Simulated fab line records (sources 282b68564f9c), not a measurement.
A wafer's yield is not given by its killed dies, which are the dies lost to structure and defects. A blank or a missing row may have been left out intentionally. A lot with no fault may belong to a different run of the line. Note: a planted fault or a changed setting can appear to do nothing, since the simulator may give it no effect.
Split-lot trial || flow rit cmos || 5 lots, 23 wafers read, on a route of 202 steps

## ON THE SPLIT
At RIT_NRETRO_COAT_01 (resist thk 1300 nm), the setting resist thk nm was moved away from the recipe's 1300 nm on 8 of the 23 wafers read, by -5.2% to +5.5%. All remaining wafers had this setting at the recipe value.

## FROM THE SPLIT TO THE READING: what the file shows between them, 3 steps
- RIT_NRETRO_SOFTBAKE_02: time 60 s
- RIT_NRETRO_EXPOSE_03: exposes mask M4, target cd 43900 nm
- RIT_NRETRO_DEVELOP_05: develop time 68 s

## THE READING
NOVOLAK_of_NRETRO_COAT_01.thk nm (the simulator's own value, which no gauge read), in nm, at RIT_NRETRO_HARDBAKE_07 (time 120 s). The file gives no usual value for it. Average 1136 nm, standard deviation 3.6 nm, over the 15 wafers here run with the recipe.

{"wafer": "L075.1", "tool, chamber at the split": "litho track-03, 0", "resist thk nm as run, nm": 1300, "against the recipe": "recipe", "NOVOLAK_of_NRETRO_COAT_01.thk nm, nm": 1140, "against lot-mates on the recipe": "-"}
{"wafer": "L075.5", "tool, chamber at the split": "litho track-03, 0", "resist thk nm as run, nm": 1300, "against the recipe": "recipe", "NOVOLAK_of_NRETRO_COAT_01.thk nm, nm": 1140, "against lot-mates on the recipe": "-"}
{"wafer": "L075.2", "tool, chamber at the split": "litho track-03, 0", "resist thk nm as run, nm": 1372, "against the recipe": "+5.5%", "NOVOLAK_of_NRETRO_COAT_01.thk nm, nm": 1203, "against lot-mates on the recipe": "+63"}
{"wafer": "L075.4", "tool, chamber at the split": "litho track-03, 0", "resist thk nm as run, nm": 1372, "against the recipe": "+5.5%", "NOVOLAK_of_NRETRO_COAT_01.thk nm, nm": 1201, "against lot-mates on the recipe": "+61"}
{"wafer": "L075.6", "tool, chamber at the split": "litho track-03, 0", "resist thk nm as run, nm": 1372, "against the recipe": "+5.5%", "NOVOLAK_of_NRETRO_COAT_01.thk nm, nm": 1204, "against lot-mates on the recipe": "+64"}
{"wafer": "L078.1", "tool, chamber at the split": "litho track-03, 0", "resist thk nm as run, nm": 1300, "against the recipe": "recipe", "NOVOLAK_of_NRETRO_COAT_01.thk nm, nm": 1133, "against lot-mates on the recipe": "-"}
{"wafer": "L078.2", "tool, chamber at the split": "litho track-03, 0", "resist thk nm as run, nm": 1300, "against the recipe": "recipe", "NOVOLAK_of_NRETRO_COAT_01.thk nm, nm": 1133, "against lot-mates on the recipe": "-"}
{"wafer": "L078.6", "tool, chamber at the split": "litho track-03, 0", "resist thk nm as run, nm": 1300, "against the recipe": "recipe", "NOVOLAK_of_NRETRO_COAT_01.thk nm, nm": 1133, "against lot-mates on the recipe": "-"}
{"wafer": "L078.3", "tool, chamber at the split": "litho track-03, 0", "resist thk nm as run, nm": 1300, "against the recipe": "recipe", "NOVOLAK_of_NRETRO_COAT_01.thk nm, nm": 1132, "against lot-mates on the recipe": "-"}
{"wafer": "L078.5", "tool, chamber at the split": "litho track-03, 0", "resist thk nm as run, nm": 1300, "against the recipe": "recipe", "NOVOLAK_of_NRETRO_COAT_01.thk nm, nm": 1132, "against lot-mates on the recipe": "-"}
{"wafer": "L081.1", "tool, chamber at the split": "litho track-03, 0", "resist thk nm as run, nm": 1300, "against the recipe": "recipe", "NOVOLAK_of_NRETRO_COAT_01.thk nm, nm": 1141, "against lot-mates on the recipe": "-"}
{"wafer": "L081.6", "tool, chamber at the split": "litho track-03, 0", "resist thk nm as run, nm": 1300, "against the recipe": "recipe", "NOVOLAK_of_NRETRO_COAT_01.thk nm, nm": 1141, "against lot-mates on the recipe": "-"}
{"wafer": "L081.3", "tool, chamber at the split": "litho track-03, 0", "resist thk nm as run, nm": 1300, "against the recipe": "recipe", "NOVOLAK_of_NRETRO_COAT_01.thk nm, nm": 1140, "against lot-mates on the recipe": "-"}
{"wafer": "L084.1", "tool, chamber at the split": "litho track-01, 0", "resist thk nm as run, nm": 1232, "against the recipe": "-5.2%", "NOVOLAK_of_NRETRO_COAT_01.thk nm, nm": 1079, "against lot-mates on the recipe": -58}
{"wafer": "L084.2", "tool, chamber at the split": "litho track-01, 0", "resist thk nm as run, nm": 1300, "against the recipe": "recipe", "NOVOLAK_of_NRETRO_COAT_01.thk nm, nm": 1139, "against lot-mates on the recipe": "-"}
{"wafer": "L084.3", "tool, chamber at the split": "litho track-01, 0", "resist thk nm as run, nm": 1300, "against the recipe": "recipe", "NOVOLAK_of_NRETRO_COAT_01.thk nm, nm": 1136, "against lot-mates on the recipe": "-"}
{"wafer": "L084.4", "tool, chamber at the split": "litho track-01, 0", "resist thk nm as run, nm": 1232, "against the recipe": "-5.2%", "NOVOLAK_of_NRETRO_COAT_01.thk nm, nm": 1077, "against lot-mates on the recipe": -60}
{"wafer": "L084.6", "tool, chamber at the split": "litho track-01, 0", "resist thk nm as run, nm": 1232, "against the recipe": "-5.2%", "NOVOLAK_of_NRETRO_COAT_01.thk nm, nm": 1083, "against lot-mates on the recipe": -54}
{"wafer": "L085.1", "tool, chamber at the split": "litho track-01, 0", "resist thk nm as run, nm": 1259, "against the recipe": "-3.2%", "NOVOLAK_of_NRETRO_COAT_01.thk nm, nm": 1098, "against lot-mates on the recipe": -35}
{"wafer": "L085.3", "tool, chamber at the split": "litho track-01, 0", "resist thk nm as run, nm": 1300, "against the recipe": "recipe", "NOVOLAK_of_NRETRO_COAT_01.thk nm, nm": 1133, "against lot-mates on the recipe": "-"}
{"wafer": "L085.4", "tool, chamber at the split": "litho track-01, 0", "resist thk nm as run, nm": 1300, "against the recipe": "recipe", "NOVOLAK_of_NRETRO_COAT_01.thk nm, nm": 1133, "against lot-mates on the recipe": "-"}
{"wafer": "L085.5", "tool, chamber at the split": "litho track-01, 0", "resist thk nm as run, nm": 1259, "against the recipe": "-3.2%", "NOVOLAK_of_NRETRO_COAT_01.thk nm, nm": 1095, "against lot-mates on the recipe": -38}
{"wafer": "L085.6", "tool, chamber at the split": "litho track-01, 0", "resist thk nm as run, nm": 1300, "against the recipe": "recipe", "NOVOLAK_of_NRETRO_COAT_01.thk nm, nm": 1132, "against lot-mates on the recipe": "-"}

THE FIT
A straight line over all 23 wafers: NOVOLAK_of_NRETRO_COAT_01.thk nm changes by +11.6 nm for each +1% of resist thk nm; r = +0.99; the points scatter about the line by 3.9 nm.
The same after taking each lot's own level away (the mean of its wafers on the recipe; 23 wafers): +11.2 nm for each +1%; r = +1.00; scatter 1.4 nm.
On that fit, the largest move of resist thk nm shifts the reading by 62 nm.
From 1132.6 to 1140.7 nm: that is the span of the lots' own levels, equal to 2.2 times the standard deviation above.
So the lot-to-lot level changes the slope little: the two slopes agree.
Check: for one of the wafers moved furthest among these (+5.5%), held out of the fit, the line's prediction against its lot-mates is +62.1 nm. It came out at +63 nm against them.

## OTHER SPLITS APPLIED TO THESE WAFERS
Before the reading, these wafers also passed through other splits. Each is held against what the fit with the lots' levels taken away leaves over:
{"other split on the same wafers": "RIT_ACTIVE_EXPOSE_08 dose mj", "wafers away from the commonest value": 11, "r with NOVOLAK_of_NRETRO_COAT_01.thk nm (lot level and that fit taken away)": -0.10}
{"other split on the same wafers": "RIT_ACTIVE_STRIP_14 pressure mtorr", "wafers away from the commonest value": 10, "r with NOVOLAK_of_NRETRO_COAT_01.thk nm (lot level and that fit taken away)": -0.17}
{"other split on the same wafers": "RIT_FOX2_OXIDATION_00 ox time s", "wafers away from the commonest value": 15, "r with NOVOLAK_of_NRETRO_COAT_01.thk nm (lot level and that fit taken away)": "+0.11"}
{"other split on the same wafers": "RIT_NWELL_IMPLANT_08 dose cm2", "wafers away from the commonest value": 9, "r with NOVOLAK_of_NRETRO_COAT_01.thk nm (lot level and that fit taken away)": "+0.19"}
{"other split on the same wafers": "RIT_PWELL_IMPLANT_08 energy kev", "wafers away from the commonest value": 9, "r with NOVOLAK_of_NRETRO_COAT_01.thk nm (lot level and that fit taken away)": -0.45}

## THE WHOLE CHAIN: every reading that the file lists as answering this split, in the file's order
{"step": "RIT_NRETRO_COAT_01", "what it does": "resist thk 1300 nm", "reading": "NOVOLAK_of_NRETRO_COAT_01.thk nm (the simulator's own value, which no gauge read)", "change (the file's fit)": "+13.1 nm for each +1% of the setting", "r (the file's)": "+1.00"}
{"step": "RIT_NRETRO_HARDBAKE_07", "what it does": "time 120 s", "reading": "NOVOLAK_of_NRETRO_COAT_01.thk nm (the simulator's own value, which no gauge read)", "change (the file's fit)": "+11.3 nm for each +1% of the setting", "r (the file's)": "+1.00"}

## THE FILE'S OWN FIT
NOVOLAK_of_NRETRO_COAT_01.thk nm changes by +11.3 nm for each +1% of resist thk nm, r = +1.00.
